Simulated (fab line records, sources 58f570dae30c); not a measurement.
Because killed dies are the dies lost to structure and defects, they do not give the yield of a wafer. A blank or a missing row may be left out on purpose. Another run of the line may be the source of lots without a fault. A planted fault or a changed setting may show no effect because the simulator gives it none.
Which tool was responsible? + flow berkeleyCmos170 + 42 wafers from 14 lots sampled at 4 of the route's 331 steps

WHAT THE GAUGES SHOWED, per wafer
UCB170_M2_CD_MEAS_15 targets a cd of 700 nm. Usual: 700.0 nm for cdNm, sd 1.4.
| lot  | measured     | on       | cdNm (nm)         | flag |
|------|--------------|----------|-------------------|------|
| L272 | day 8 07:47  | cdSem-02 | 699.7 700.6 699.0 |      |
| L275 | day 9 23:51  | cdSem-02 | 699.2 699.2 700.2 |      |
| L274 | day 9 22:37  | cdSem-02 | 700.8 702.5 702.1 |      |
| L277 | day 10 00:22 | cdSem-02 | 699.2 697.1 698.1 |      |
| L276 | day 10 00:37 | cdSem-01 | 702.4 702.0 702.8 |      |
| L282 | day 10 19:29 | cdSem-02 | 701.0 699.5 698.9 |      |
| L284 | day 10 23:04 | cdSem-02 | 701.4 700.7 700.9 |      |
| L286 | day 11 21:25 | cdSem-02 | 701.3 700.5 700.5 |      |
| L287 | day 12 07:12 | cdSem-02 | 699.5 700.3 699.4 |      |
| L288 | day 12 07:31 | cdSem-02 | 700.3 699.8 699.2 |      |
| L290 | day 12 17:19 | cdSem-01 | 702.1 700.9 700.8 |      |
| L293 | day 12 17:41 | cdSem-01 | 700.1 700.2 699.9 |      |
| L291 | day 12 22:05 | cdSem-01 | 700.5 701.0 701.1 |      |
| L294 | day 15 01:00 | cdSem-01 | 698.4 697.4 697.7 |      |

UCB170_M2_OVL_MEAS_16. Usual: M2_OVL typically reads 4 nm, with standard deviation 4.8.
| lot  | measured     | on         | M2_OVL (nm) | flag |
|------|--------------|------------|-------------|------|
| L272 | day 8 07:55  | overlay-02 | 2 2 6       |      |
| L275 | day 9 23:57  | overlay-01 | -1 2 0      |      |
| L274 | day 9 22:44  | overlay-01 | 6 8 9       |      |
| L277 | day 10 00:28 | overlay-02 | 5 10 6      |      |
| L276 | day 10 00:43 | overlay-01 | -1 -2 -2    |      |
| L282 | day 10 19:36 | overlay-02 | 14 3 10     |      |
| L284 | day 10 23:10 | overlay-01 | -4 -2 0     |      |
| L286 | day 11 21:32 | overlay-02 | -2 6 8      |      |
| L287 | day 12 07:19 | overlay-02 | 4 -3 2      |      |
| L288 | day 12 07:37 | overlay-02 | 0 7 -1      |      |
| L290 | day 12 17:25 | overlay-02 | 5 10 9      |      |
| L293 | day 12 17:46 | overlay-02 | 8 3 10      |      |
| L291 | day 12 22:12 | overlay-02 | -5 -1 -6    |      |
| L294 | day 15 01:07 | overlay-01 | 2 8 9       |      |

UCB170_M2_CD_MEAS_90 targets a cd of 700 nm. Usual: 701 nm for cdNm, sd 4.8.
| lot  | measured     | on       | cdNm (nm)   | flag |
|------|--------------|----------|-------------|------|
| L272 | day 8 08:16  | cdSem-01 | 700 700 696 |      |
| L275 | day 10 00:20 | cdSem-01 | 698 701 699 |      |
| L274 | day 9 23:05  | cdSem-01 | 708 706 711 |      |
| L277 | day 10 01:02 | cdSem-01 | 706 705 703 |      |
| L276 | day 10 01:07 | cdSem-02 | 711 708 710 |      |
| L282 | day 10 19:59 | cdSem-01 | 697 698 694 |      |
| L284 | day 10 23:33 | cdSem-01 | 706 693 694 |      |
| L286 | day 11 22:08 | cdSem-02 | 698 698 699 |      |
| L287 | day 12 07:53 | cdSem-02 | 696 694 692 |      |
| L288 | day 12 08:01 | cdSem-01 | 704 704 705 |      |
| L290 | day 12 17:49 | cdSem-02 | 705 695 701 |      |
| L293 | day 12 18:10 | cdSem-01 | 694 698 700 |      |
| L291 | day 12 22:34 | cdSem-02 | 696 702 701 |      |
| L294 | day 15 01:29 | cdSem-01 | 701 700 698 |      |

WHAT TOOL EACH LOT RAN ON (gives the tool, then ch and the chambers of the sampled wafers, and finally the start)
| lot  | UCB170_NSD_STRIP_09                 |
|------|-------------------------------------|
| L272 | plasmaAsher-01 ch 0,1, day 7 07:18  |
| L275 | plasmaAsher-01 ch 1, day 9 04:05    |
| L274 | plasmaAsher-02 ch 0,1, day 9 04:15  |
| L277 | plasmaAsher-03 ch 0,1, day 9 04:21  |
| L276 | plasmaAsher-01 ch 0,1, day 9 04:32  |
| L282 | plasmaAsher-02 ch 0,1, day 9 20:35  |
| L284 | plasmaAsher-03 ch 0,1, day 10 03:26 |
| L286 | plasmaAsher-03 ch 1, day 11 00:34   |
| L287 | plasmaAsher-02 ch 0,1, day 11 10:14 |
| L288 | plasmaAsher-02 ch 0,1, day 11 10:38 |
| L290 | plasmaAsher-01 ch 0,1, day 12 00:17 |
| L293 | plasmaAsher-01 ch 0,1, day 12 00:34 |
| L291 | plasmaAsher-01 ch 0,1, day 12 05:17 |
| L294 | plasmaAsher-03 ch 0, day 14 02:40   |
- UCB170_NSD_STRIP_09: strips in O2.

WHAT THE TOOLS THEMSELVES READ (means of the sampled wafers that have a number; where no wafer has one, the mark that the record gives instead)
UCB170_NSD_STRIP_09. Usual: drypumpMotorCurrentA 5.55 A, standard deviation 0.2; oesProductAu 0.534 a.u., standard deviation 0.0044; stripTimeToEndpointS 35.81 s, standard deviation 0.074.
| lot  | tool           | drypumpMotorCurrentA (A) | oesProductAu (a.u.) | stripTimeToEndpointS (s) | flag |
|------|----------------|--------------------------|---------------------|--------------------------|------|
| L272 | plasmaAsher-01 | 5.69                     | 0.531               | 35.82                    |      |
| L275 | plasmaAsher-01 | 5.66                     | 0.533               | 35.80                    |      |
| L274 | plasmaAsher-02 | 5.29                     | 0.535               | 35.85                    |      |
| L277 | plasmaAsher-03 | 5.62                     | 0.532               | 35.75                    |      |
| L276 | plasmaAsher-01 | 5.68                     | 0.538               | 35.88                    |      |
| L282 | plasmaAsher-02 | 5.30                     | 0.531               | 35.77                    |      |
| L284 | plasmaAsher-03 | 5.62                     | 0.539               | 35.83                    |      |
| L286 | plasmaAsher-03 | 5.67                     | 0.533               | 35.81                    |      |
| L287 | plasmaAsher-02 | 5.30                     | 0.537               | 35.77                    |      |
| L288 | plasmaAsher-02 | 5.29                     | 0.537               | 35.88                    |      |
| L290 | plasmaAsher-01 | 5.68                     | 0.534               | 35.88                    |      |
| L293 | plasmaAsher-01 | 5.67                     | 0.538               | 35.77                    |      |
| L291 | plasmaAsher-01 | 5.67                     | 0.536               | 35.78                    |      |
| L294 | plasmaAsher-03 | 5.53                     | 0.534               | 35.77                    |      |

THE ANSWER, worked out from the rows above alone
Rule: lot off if the mean of its wafers having a number is beyond 3 standard deviations from the usual mean. Also off: a lot with no number at a reading for which 4 or more lots have one. All remaining lots with rows at the step are treated as sound. Order of review: gauges by route order, followed by the tools' own readings, for which a lot's mean as printed above is used. The first step at which some lot is off is used, and at that step the reading that is off furthest; a lot without a number counts as furthest.
Across all readings shown, no lot is off: no conclusion can be drawn from this.

WHAT THE SIMULATOR HAD PUT IN
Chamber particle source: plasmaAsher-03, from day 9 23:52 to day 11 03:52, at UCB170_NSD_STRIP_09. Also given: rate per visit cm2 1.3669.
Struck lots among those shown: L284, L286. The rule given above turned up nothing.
